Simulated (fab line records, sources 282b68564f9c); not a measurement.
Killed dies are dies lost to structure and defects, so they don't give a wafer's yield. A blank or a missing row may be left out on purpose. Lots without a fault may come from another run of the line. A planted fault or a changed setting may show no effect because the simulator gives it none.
Split-lot experiment | flow rit_cmos | 5 lots, 23 wafers read, on a route of 202 steps

THE SPLIT
At RIT_NSD_IMPLANT_08, the setting dose_cm2 was moved away from the recipe's 1e+15 on 4 of the 23 wafers read, by -3.7% to +6.8%. The other wafers ran this setting at the recipe's value.

FROM THE SPLIT TO THE READING: what the file shows between them, 3 steps
- RIT_PSD_IMPLANT_08 (also split here: dose_cm2)
- RIT_PSD_STRIP_09: strips in O2, time 180 s
- RIT_SDANNEAL_RTA_03: time 5 s

THE READING
NSD_RS, in ohm/sq, at RIT_SDANNEAL_RS_MEAS_05 (measures by four-point-probe). Fault-free wafers of this fab line usually give 84.49 ohm/sq, standard deviation 0.27 ohm/sq.

wafer  | tool, chamber at the split | dose_cm2 as run | against the recipe | NSD_RS, ohm/sq | against lot-mates on the recipe
L075.1 | implanter-03, 0            | 1e+15           | recipe             | 84.79          | -
L075.2 | implanter-03, 0            | 1e+15           | recipe             | 84.84          | -
L075.4 | implanter-03, 0            | 9.625e+14       | -3.7%              | 87.26          | +2.55
L075.5 | implanter-03, 0            | 1e+15           | recipe             | 84.50          | -
L075.6 | implanter-03, 0            | 9.625e+14       | -3.7%              | 87.26          | +2.55
L078.1 | implanter-01, 0            | 1e+15           | recipe             | 84.76          | -
L078.2 | implanter-01, 0            | 1e+15           | recipe             | 84.43          | -
L078.3 | implanter-01, 0            | 1e+15           | recipe             | 84.51          | -
L078.5 | implanter-01, 0            | 1e+15           | recipe             | 84.37          | -
L078.6 | implanter-01, 0            | 1e+15           | recipe             | 84.65          | -
L081.1 | implanter-04, 0            | 1e+15           | recipe             | 84.67          | -
L081.3 | implanter-04, 0            | 1e+15           | recipe             | 84.88          | -
L081.6 | implanter-04, 0            | 1e+15           | recipe             | 84.73          | -
L084.1 | implanter-04, 0            | 1e+15           | recipe             | 84.80          | -
L084.2 | implanter-04, 0            | 1e+15           | recipe             | 84.86          | -
L084.3 | implanter-04, 0            | 1e+15           | recipe             | 84.58          | -
L084.4 | implanter-04, 0            | 1e+15           | recipe             | 84.97          | -
L084.6 | implanter-04, 0            | 1e+15           | recipe             | 84.66          | -
L085.1 | implanter-03, 0            | 1.068e+15       | +6.8%              | 80.09          | -4.15
L085.3 | implanter-03, 0            | 1.068e+15       | +6.8%              | 79.85          | -4.39
L085.4 | implanter-03, 0            | 1e+15           | recipe             | 84.13          | -
L085.5 | implanter-03, 0            | 1e+15           | recipe             | 84.18          | -
L085.6 | implanter-03, 0            | 1e+15           | recipe             | 84.40          | -

THE FIT
A straight line over all 23 wafers: NSD_RS changes by -0.689 ohm/sq for each +1% of dose_cm2; r = -0.99; the points scatter about the line by 0.22 ohm/sq.
The same after taking each lot's own level away (the mean of its wafers on the recipe; 23 wafers): -0.641 ohm/sq for each +1%; r = -1.00; scatter 0.14 ohm/sq.
On that fit, the largest move of dose_cm2 shifts the reading by 4.4 ohm/sq.
The lots' own levels span 84.237 to 84.774 ohm/sq, that is 2.0 times the standard deviation above.
So the lot-to-lot level changes the slope little: the two slopes agree.
Check: with one of the wafers moved furthest among these (+6.8%) left out of the fit, the line predicts -4.46 ohm/sq for it against its lot-mates. It came out at -4.15 ohm/sq against them.

OTHER SPLITS ON THESE WAFERS
These wafers also went through other splits before the reading. Each is held against what the fit with the lots' levels taken away leaves over:
other split on the same wafers | wafers away from the commonest value | r with NSD_RS (lot level and that fit taken away)
RIT_SPACER_CVD_03 time_s       | 15                                   | +0.11
RIT_PSD_IMPLANT_08 dose_cm2    | 10                                   | +0.25

THE FILE'S OWN FIT
NSD_RS changes by -0.64 ohm/sq for each +1% of dose_cm2, r = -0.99.
